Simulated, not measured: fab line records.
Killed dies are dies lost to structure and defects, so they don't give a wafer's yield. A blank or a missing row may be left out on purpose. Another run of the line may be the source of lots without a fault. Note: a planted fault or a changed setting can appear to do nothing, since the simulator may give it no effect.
Which of the tools did it? -- flow berkeley_cmos170 -- 14 lots with 42 wafers sampled at 6 steps, on a route of 331 steps

## WHAT THE GAUGES SHOWED, per wafer
UCB170_NWELL_THK_MEAS_02.
lot,measured,on,NWELL_OXIDE_THK (nm)
L168,day 2 04:33,film_metro-02,27.2 27.0 27.1
L169,day 2 04:35,film_metro-03,27.4 27.2 26.8
L170,day 2 11:01,film_metro-01,26.8 26.7 26.9
L171,day 2 16:20,film_metro-03,26.8 26.4 26.8
L173,day 3 02:06,film_metro-03,26.9 27.0 26.4
L174,day 3 11:14,film_metro-02,26.2 25.9 26.1
L175,day 3 18:41,film_metro-02,26.4 27.0 26.7
L176,day 4 00:34,film_metro-02,25.8 26.0 26.2
L177,day 4 00:34,film_metro-03,26.4 25.9 26.1
L178,day 4 07:53,film_metro-02,26.3 25.9 26.0
L181,day 4 23:53,film_metro-03,25.8 26.7 26.5
L188,day 6 08:29,film_metro-03,26.6 26.2 26.1
L189,day 6 15:55,film_metro-01,26.7 26.7 26.5
L190,day 6 18:32,film_metro-02,26.6 26.1 26.3

UCB170_ACTIVE_THK_MEAS_06.
lot,measured,on,ACTIVE_NITRIDE_THK (nm)
L168,day 4 02:57,film_metro-01,221.9 223.1 222.9
L169,day 4 02:56,film_metro-03,219.4 220.4 221.5
L170,day 4 17:19,film_metro-01,218.2 218.7 216.7
L171,day 4 17:19,film_metro-04,218.7 219.0 219.2
L173,day 5 08:37,film_metro-03,223.9 220.8 223.9
L174,day 5 14:54,film_metro-04,68.4 68.2 67.7
L175,day 5 20:30,film_metro-01,69.3 68.8 69.2
L176,day 6 02:47,film_metro-04,219.7 219.0 218.9
L177,day 6 02:47,film_metro-01,219.6 217.9 217.8
L178,day 6 12:52,film_metro-03,217.0 218.4 219.6
L181,day 7 01:12,film_metro-04,221.8 219.8 219.5
L188,day 8 19:58,film_metro-01,220.5 223.1 219.1
L189,day 8 19:58,film_metro-04,219.5 220.1 220.0
L190,day 8 22:43,film_metro-01,223.7 224.3 225.1

UCB170_FIELD_THK_MEAS_90.
lot,measured,on,FIELD_OXIDE_LEFT_1_THK (nm)
L168,day 4 22:18,film_metro-02,453 457 458
L169,day 4 22:18,film_metro-04,459 447 449
L170,day 5 09:53,film_metro-03,433 448 441
L171,day 5 09:53,film_metro-02,424 442 432
L173,day 6 01:02,film_metro-03,423 425 426
L174,day 6 07:13,film_metro-04,434 438 434
L175,day 6 16:20,film_metro-03,436 438 429
L176,day 6 18:43,film_metro-02,436 433 436
L177,day 6 18:43,film_metro-03,425 428 429
L178,day 7 09:38,film_metro-04,448 439 442
L181,day 7 17:45,film_metro-03,446 454 452
L188,day 9 11:01,film_metro-04,432 436 428
L189,day 9 11:01,film_metro-03,430 430 421
L190,day 9 18:01,film_metro-04,433 425 428

## WHAT TOOL EACH LOT RAN ON (gives the tool, then ch and the chambers of the sampled wafers, and finally the start)
lot,UCB170_ZERO_STRIP_07,UCB170_ACTIVE_CVD_05,UCB170_ACTIVE_ETCH_15
L168,"plasma_asher-03 ch 0,1, day 1 23:17","lpcvd-01 ch 1, day 4 00:58","rie_diel-04 ch 2,3, day 4 04:20"
L169,"plasma_asher-03 ch 0,1, day 2 02:42","lpcvd-01 ch 1, day 4 00:58","rie_diel-01 ch 0,3, day 4 04:11"
L170,"plasma_asher-03 ch 0,1, day 2 07:54","lpcvd-01 ch 0, day 4 14:26","rie_diel-02 ch 2,3, day 4 18:43"
L171,"plasma_asher-03 ch 0,1, day 2 13:47","lpcvd-01 ch 0, day 4 14:26","rie_diel-02 ch 1,2,3, day 4 19:08"
L173,"plasma_asher-02 ch 0,1, day 2 22:59","lpcvd-02 ch 1, day 5 06:42","rie_diel-04 ch 0,1,2, day 5 09:55"
L174,"plasma_asher-02 ch 0,1, day 3 05:46","lpcvd-02 ch 0, day 5 12:59","rie_diel-01 ch 1,2,3, day 5 15:58"
L175,"plasma_asher-01 ch 0,1, day 3 12:13","lpcvd-02 ch 1, day 5 18:35","rie_diel-01 ch 0,1,2, day 5 21:47"
L176,"plasma_asher-02 ch 0,1, day 3 18:38","lpcvd-01 ch 0, day 6 00:52","rie_diel-04 ch 0,1,2, day 6 04:27"
L177,"plasma_asher-01 ch 1, day 3 22:55","lpcvd-01 ch 0, day 6 00:52","rie_diel-01 ch 0,1,3, day 6 04:11"
L178,"plasma_asher-02 ch 0,1, day 4 04:38","lpcvd-01 ch 1, day 6 10:56","rie_diel-04 ch 0,1,3, day 6 13:58"
L181,"plasma_asher-01 ch 0,1, day 4 21:02","lpcvd-01 ch 1, day 6 23:16","rie_diel-04 ch 0,1, day 7 02:22"
L188,"plasma_asher-01 ch 0, day 6 04:45","lpcvd-02 ch 0, day 8 18:02","rie_diel-01 ch 0,3, day 8 21:22"
L189,"plasma_asher-01 ch 0,1, day 6 11:43","lpcvd-02 ch 1, day 8 18:02","rie_diel-02 ch 0,2,3, day 8 21:44"
L190,"plasma_asher-02 ch 0,1, day 6 14:20","lpcvd-02 ch 1, day 8 20:47","rie_diel-02 ch 1,2,3, day 9 00:11"
- UCB170_ZERO_STRIP_07: strips in O2.
- UCB170_ACTIVE_CVD_05: deposits Si3N4 from SiH2Cl2/NH3, target thk 220 nm, time 3300 s.
- UCB170_ACTIVE_ETCH_15: etches Si3N4 in CH3F/Ar/O2, stops on SiO2, target depth 242 nm, time 151 s.

## AS READ BY THE TOOLS THEMSELVES (means over the sampled wafers that have a number; for cases with no such wafer, the mark the record gives instead)
UCB170_ZERO_STRIP_07.
lot,tool,drypump_motor_current_A (A),oes_product_au (a.u.),strip_time_to_endpoint_s (s)
L168,plasma_asher-03,5.5,0.728,21.42
L169,plasma_asher-03,5.5,0.727,21.52
L170,plasma_asher-03,5.6,0.726,21.47
L171,plasma_asher-03,5.6,0.732,21.37
L173,plasma_asher-02,6.3,0.731,21.50
L174,plasma_asher-02,6.0,0.720,21.48
L175,plasma_asher-01,5.4,0.722,21.49
L176,plasma_asher-02,6.2,0.728,21.47
L177,plasma_asher-01,5.2,0.727,21.47
L178,plasma_asher-02,6.0,0.732,21.37
L181,plasma_asher-01,5.4,0.727,21.56
L188,plasma_asher-01,5.4,0.727,21.48
L189,plasma_asher-01,5.3,0.731,21.49
L190,plasma_asher-02,6.0,0.727,21.43

UCB170_ACTIVE_ETCH_15.
lot,tool,drypump_motor_current_A (A),oes_product_au (a.u.),throttle_valve_pct (%)
L168,rie_diel-04,5.1,0.959,8.01
L169,rie_diel-01,5.5,0.953,8.10
L170,rie_diel-02,5.9,0.926,8.22
L171,rie_diel-02,5.7,0.923,8.18
L173,rie_diel-04,5.7,0.941,8.04
L174,rie_diel-01,6.1,0.555,7.99
L175,rie_diel-01,6.2,0.556,7.96
L176,rie_diel-04,5.6,0.933,8.03
L177,rie_diel-01,5.8,0.940,8.04
L178,rie_diel-04,6.0,0.928,8.04
L181,rie_diel-04,6.0,0.939,7.97
L188,rie_diel-01,5.6,0.956,8.09
L189,rie_diel-02,5.7,0.939,8.20
L190,rie_diel-02,5.7,0.940,8.18

## THE ANSWER, worked out from the rows above alone
Rule: usual is defined by the lots themselves. The widest of any qualifying gaps counts: lots, ordered by their means at a reading, are off when they make up no more than a third of the lots, leave a main group of 4 or more, and stand apart from it by 3 or more times the standard deviation of that group's means. A main group is skipped when, at the precision printed for the reading in the tables above, its means are all equal. A lot without any number at a reading at which 4 lots or more have one is off too. All remaining lots with rows at the step are treated as sound. First the gauges in route order, then the tools' own readings, where a lot's mean is used as printed above. The first step at which some lot is off is used, and at that step the reading that is off furthest; a lot without a number counts as furthest.
Off: L174, L175, seen at UCB170_ACTIVE_THK_MEAS_06 (ACTIVE_NITRIDE_THK). For the main group the mean is 220.4 nm and the standard deviation 1.9.
A tool fits if, at a process step before that reading, it ran every lot that is off, and no sound lot after the first of them. Not tried: the gauges at UCB170_ACTIVE_THK_MEAS_06; whatever is off there is also off at UCB170_ACTIVE_ETCH_15, on other tools, and gauge error can't account for it. None of those tried fits.

## WHAT THE SIMULATOR PUT IN
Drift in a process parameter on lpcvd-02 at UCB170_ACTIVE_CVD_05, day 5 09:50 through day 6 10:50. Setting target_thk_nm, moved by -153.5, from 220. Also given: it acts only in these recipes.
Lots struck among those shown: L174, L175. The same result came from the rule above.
